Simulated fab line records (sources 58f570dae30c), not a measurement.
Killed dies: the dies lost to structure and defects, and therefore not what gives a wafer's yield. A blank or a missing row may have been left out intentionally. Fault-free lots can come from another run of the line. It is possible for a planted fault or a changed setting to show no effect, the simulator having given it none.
Split-lot experiment || flow berkeley-cmos170 || route with 331 steps; 5 lots, 23 wafers read

## SPLIT DETAILS
At UCB170_PVT_COAT_01 (resist thk 900 nm), the setting resist-thk-nm was moved away from the recipe's 900 nm on 10 of the 23 wafers read, by -5.4% to +4.3%. The other wafers ran this setting at the recipe's value.

The reading comes from the split's own step.

## THE READING
KrF_of_PVT_COAT_01.thk-nm (the simulator's own value, which no gauge read), in nm, at UCB170_PVT_COAT_01 (resist thk 900 nm). No usual value for it is given in the file. Here, 13 wafers ran the recipe; their average is 899.7 nm with a standard deviation of 1.7 nm.

{"wafer": "L080.1", "tool, chamber at the split": "litho-track-01, 0", "resist-thk-nm as run, nm": 928.7, "against the recipe": "+3.2%", "KrF_of_PVT_COAT_01.thk-nm, nm": 928.6, "against lot-mates on the recipe": "+30.4"}
{"wafer": "L080.2", "tool, chamber at the split": "litho-track-01, 0", "resist-thk-nm as run, nm": 900, "against the recipe": "recipe", "KrF_of_PVT_COAT_01.thk-nm, nm": 897.2, "against lot-mates on the recipe": "-"}
{"wafer": "L080.3", "tool, chamber at the split": "litho-track-01, 0", "resist-thk-nm as run, nm": 900, "against the recipe": "recipe", "KrF_of_PVT_COAT_01.thk-nm, nm": 898.5, "against lot-mates on the recipe": "-"}
{"wafer": "L080.4", "tool, chamber at the split": "litho-track-01, 0", "resist-thk-nm as run, nm": 900, "against the recipe": "recipe", "KrF_of_PVT_COAT_01.thk-nm, nm": 898.8, "against lot-mates on the recipe": "-"}
{"wafer": "L080.6", "tool, chamber at the split": "litho-track-01, 0", "resist-thk-nm as run, nm": 928.7, "against the recipe": "+3.2%", "KrF_of_PVT_COAT_01.thk-nm, nm": 926.8, "against lot-mates on the recipe": "+28.6"}
{"wafer": "L076.2", "tool, chamber at the split": "litho-track-04, 0", "resist-thk-nm as run, nm": 900, "against the recipe": "recipe", "KrF_of_PVT_COAT_01.thk-nm, nm": 898.4, "against lot-mates on the recipe": "-"}
{"wafer": "L076.3", "tool, chamber at the split": "litho-track-04, 0", "resist-thk-nm as run, nm": 938.5, "against the recipe": "+4.3%", "KrF_of_PVT_COAT_01.thk-nm, nm": 938.2, "against lot-mates on the recipe": "+38.0"}
{"wafer": "L076.4", "tool, chamber at the split": "litho-track-04, 0", "resist-thk-nm as run, nm": 938.5, "against the recipe": "+4.3%", "KrF_of_PVT_COAT_01.thk-nm, nm": 939.8, "against lot-mates on the recipe": "+39.5"}
{"wafer": "L076.5", "tool, chamber at the split": "litho-track-04, 0", "resist-thk-nm as run, nm": 900, "against the recipe": "recipe", "KrF_of_PVT_COAT_01.thk-nm, nm": 902.1, "against lot-mates on the recipe": "-"}
{"wafer": "L076.6", "tool, chamber at the split": "litho-track-04, 0", "resist-thk-nm as run, nm": 938.5, "against the recipe": "+4.3%", "KrF_of_PVT_COAT_01.thk-nm, nm": 939.4, "against lot-mates on the recipe": "+39.1"}
{"wafer": "L078.1", "tool, chamber at the split": "litho-track-02, 0", "resist-thk-nm as run, nm": 900, "against the recipe": "recipe", "KrF_of_PVT_COAT_01.thk-nm, nm": 900, "against lot-mates on the recipe": "-"}
{"wafer": "L078.2", "tool, chamber at the split": "litho-track-02, 0", "resist-thk-nm as run, nm": 933.9, "against the recipe": "+3.8%", "KrF_of_PVT_COAT_01.thk-nm, nm": 937.4, "against lot-mates on the recipe": "+36.5"}
{"wafer": "L078.3", "tool, chamber at the split": "litho-track-02, 0", "resist-thk-nm as run, nm": 933.9, "against the recipe": "+3.8%", "KrF_of_PVT_COAT_01.thk-nm, nm": 935.8, "against lot-mates on the recipe": "+34.9"}
{"wafer": "L078.4", "tool, chamber at the split": "litho-track-02, 0", "resist-thk-nm as run, nm": 900, "against the recipe": "recipe", "KrF_of_PVT_COAT_01.thk-nm, nm": 901.9, "against lot-mates on the recipe": "-"}
{"wafer": "L078.5", "tool, chamber at the split": "litho-track-02, 0", "resist-thk-nm as run, nm": 900, "against the recipe": "recipe", "KrF_of_PVT_COAT_01.thk-nm, nm": 900.9, "against lot-mates on the recipe": "-"}
{"wafer": "L081.2", "tool, chamber at the split": "litho-track-01, 0", "resist-thk-nm as run, nm": 900, "against the recipe": "recipe", "KrF_of_PVT_COAT_01.thk-nm, nm": 899.7, "against lot-mates on the recipe": "-"}
{"wafer": "L081.3", "tool, chamber at the split": "litho-track-01, 0", "resist-thk-nm as run, nm": 900, "against the recipe": "recipe", "KrF_of_PVT_COAT_01.thk-nm, nm": 901, "against lot-mates on the recipe": "-"}
{"wafer": "L081.4", "tool, chamber at the split": "litho-track-01, 0", "resist-thk-nm as run, nm": 900, "against the recipe": "recipe", "KrF_of_PVT_COAT_01.thk-nm, nm": 902.2, "against lot-mates on the recipe": "-"}
{"wafer": "L085.2", "tool, chamber at the split": "litho-track-02, 0", "resist-thk-nm as run, nm": 851.5, "against the recipe": "-5.4%", "KrF_of_PVT_COAT_01.thk-nm, nm": 852.8, "against lot-mates on the recipe": -45.1}
{"wafer": "L085.3", "tool, chamber at the split": "litho-track-02, 0", "resist-thk-nm as run, nm": 851.5, "against the recipe": "-5.4%", "KrF_of_PVT_COAT_01.thk-nm, nm": 847.4, "against lot-mates on the recipe": -50.5}
{"wafer": "L085.4", "tool, chamber at the split": "litho-track-02, 0", "resist-thk-nm as run, nm": 851.5, "against the recipe": "-5.4%", "KrF_of_PVT_COAT_01.thk-nm, nm": 850, "against lot-mates on the recipe": -47.9}
{"wafer": "L085.5", "tool, chamber at the split": "litho-track-02, 0", "resist-thk-nm as run, nm": 900, "against the recipe": "recipe", "KrF_of_PVT_COAT_01.thk-nm, nm": 896.8, "against lot-mates on the recipe": "-"}
{"wafer": "L085.6", "tool, chamber at the split": "litho-track-02, 0", "resist-thk-nm as run, nm": 900, "against the recipe": "recipe", "KrF_of_PVT_COAT_01.thk-nm, nm": 899, "against lot-mates on the recipe": "-"}

THE FIT
A straight line over all 23 wafers: KrF_of_PVT_COAT_01.thk-nm changes by +9.25 nm for each +1% of resist-thk-nm; r = +1.00; the points scatter about the line by 1.8 nm.
The same after taking each lot's own level away (the mean of its wafers on the recipe; 23 wafers): +9.05 nm for each +1%; r = +1.00; scatter 1.4 nm.
The reading moves by 49 nm for the largest change in resist-thk-nm, on that fit.
From 897.90 to 900.97 nm: that is the span of the lots' own levels, equal to 1.8 times the standard deviation above.
Hence the lot-to-lot level has little effect on the slope; both slopes agree.
Check: -49.4 nm against its lot-mates is what the line predicts for one of the wafers moved furthest among these (-5.4%) when that wafer is left out of the fit. It came out at -45.1 nm against them.

## ADDITIONAL SPLITS CARRIED BY THESE WAFERS
Other splits were also applied to these wafers ahead of the reading. Each is held against what the fit with the lots' levels taken away leaves over:
{"other split on the same wafers": "UCB170_START_OXIDATION_02 temp-c", "wafers away from the commonest value": 18, "r with KrF_of_PVT_COAT_01.thk-nm (lot level and that fit taken away)": "+0.04"}
{"other split on the same wafers": "UCB170_NWELL_CVD_04 time-s", "wafers away from the commonest value": 10, "r with KrF_of_PVT_COAT_01.thk-nm (lot level and that fit taken away)": "+0.10"}
{"other split on the same wafers": "UCB170_NWELL_IMPLANT_14 energy-kev", "wafers away from the commonest value": 7, "r with KrF_of_PVT_COAT_01.thk-nm (lot level and that fit taken away)": "+0.11"}
{"other split on the same wafers": "UCB170_PWELL_IMPLANT_15 energy-kev", "wafers away from the commonest value": 8, "r with KrF_of_PVT_COAT_01.thk-nm (lot level and that fit taken away)": -0.06}
{"other split on the same wafers": "UCB170_ACTIVE_CVD_05 sih2cl2-flow-sccm", "wafers away from the commonest value": 18, "r with KrF_of_PVT_COAT_01.thk-nm (lot level and that fit taken away)": -0.06}
{"other split on the same wafers": "UCB170_ACTIVE_COAT_08 resist-thk-nm", "wafers away from the commonest value": 5, "r with KrF_of_PVT_COAT_01.thk-nm (lot level and that fit taken away)": "+0.20"}
{"other split on the same wafers": "UCB170_PFIELD_IMPLANT_07 energy-kev", "wafers away from the commonest value": 6, "r with KrF_of_PVT_COAT_01.thk-nm (lot level and that fit taken away)": -0.45}
{"other split on the same wafers": "UCB170_NVT_COAT_01 spin-rpm", "wafers away from the commonest value": 4, "r with KrF_of_PVT_COAT_01.thk-nm (lot level and that fit taken away)": -0.14}
{"other split on the same wafers": "UCB170_NVT_IMPLANT_07 tilt-deg", "wafers away from the commonest value": 4, "r with KrF_of_PVT_COAT_01.thk-nm (lot level and that fit taken away)": "+0.13"}

## THE WHOLE CHAIN: every reading that the file lists as answering this split, in the file's order
{"step": "UCB170_PVT_COAT_01", "what it does": "resist thk 900 nm", "reading": "KrF_of_PVT_COAT_01.thk-nm (the simulator's own value, which no gauge read)", "change (the file's fit)": "+9.1 nm for each +1% of the setting", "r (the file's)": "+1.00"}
{"step": "UCB170_PVT_STRIP_08", "what it does": "strips in O2", "reading": "strip-time-to-endpoint-s", "change (the file's fit)": "withheld for each +1% of the setting", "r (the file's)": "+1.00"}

## THE FILE'S OWN FIT
KrF_of_PVT_COAT_01.thk-nm changes by +9.1 nm for each +1% of resist-thk-nm, r = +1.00.
